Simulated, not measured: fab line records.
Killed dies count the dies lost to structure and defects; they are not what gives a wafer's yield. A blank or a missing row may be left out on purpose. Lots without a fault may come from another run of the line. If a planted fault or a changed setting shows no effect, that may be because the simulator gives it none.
Problem report in the 8D (eight disciplines) form, filled by code || flow rit_cmos || the parts of the form that need people (team, actions taken, sign-off) are left out

## 1. PROBLEM STATEMENT
FOX1_OXIDE_THK at RIT_FOX1_THK_MEAS_01 reads a mean of 210 nm on 6 wafers of 2 lots; wafers without a fault read 347 nm with a standard deviation of 7.1. Measured from the usual mean, that is -19 standard deviations.
First seen on wafer L586.1, day 5 22:48, on film_metro-01. At this step, 42 wafers from 14 lots have a number in the record. Rule for "out" (also "out of limits"): further than 4 standard deviations from the usual mean. The other wafers with a number count as sound.

## 2. WHAT THIS IS AND IS NOT
{"question": "which readings at this step", "is": "FOX1_OXIDE_THK", "is not": "-"}
{"question": "which lots", "is": "L586, L587", "is not": "L566, L567, L568, L570, L571, L572, L573, L576, L577, L578, L588, L589"}
{"question": "which wafers of those lots", "is": "all that have a number", "is not": "-"}
{"question": "read on which gauges", "is": "film_metro-01", "is not": "film_metro-02, film_metro-03"}
{"question": "when", "is": "from day 5 22:48", "is not": "up to then (30 sound wafers); but 6 sound wafers of L588, L589 came after"}

## 3. WHAT RULES OUT EACH SUSPECT
Counting: any tool at a process step up to the reading is kept as a suspect provided that every lot that is out went through it and no sound lot did after the first of them.
- the gauge at RIT_FOX1_THK_MEAS_01: kept. All the wafers that are out were read on film_metro-01, and no step on other tools shows them out.
- furnace-04 at RIT_FOX1_OXIDATION_00 (target thk 350.7 nm, ox time 1130 s): kept. Every lot that is out went through it, starting with L586 (day 5 21:29), and after that it ran no sound lot; the last sound lot it ran before then is L578 (day 4 05:25).
What counting leaves: furnace-04 at RIT_FOX1_OXIDATION_00 and film_metro-01 at RIT_FOX1_THK_MEAS_01.

## 4. THE CAUSE (what the simulator had put in)
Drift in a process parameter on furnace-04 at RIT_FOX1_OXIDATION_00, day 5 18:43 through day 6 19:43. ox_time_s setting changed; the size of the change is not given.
2 suspects survive the count, and this tool is in that group.

## 5. SEQUENCE OF EFFECTS, ordered by route
Each row: a reading where the mean over the struck wafers with a number is more than 3 standard deviations away from the usual. Scope: only readings with a usual standard deviation given in the record; hours: median across lots of the time from each lot's start at the first step in this table that gives one to its start at this step; sigmas: change in usual standard deviations.
{"hours": 0, "step": "RIT_FOX1_THK_MEAS_01", "reading": "FOX1_OXIDE_THK", "usual": "347 nm", "on struck wafers": 210, "change": -138, "sigmas": -19}

## 6. HOW IT WOULD HAVE BEEN CAUGHT EARLIER
The first out-of-limits reading at a measuring or inspecting step in this record came at day 5 22:48, 4 hours after the fault's start at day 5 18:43.
Of the tool readings at RIT_FOX1_OXIDATION_00 for which the record gives a usual standard deviation, none was out on any struck wafer, so an alarm limit of 4 standard deviations on them would not have fired.
L587, from the lots that are out (2), started RIT_FOX1_OXIDATION_00 on furnace-04 later than day 5 22:48. A hold on the tool at that time would have spared it.
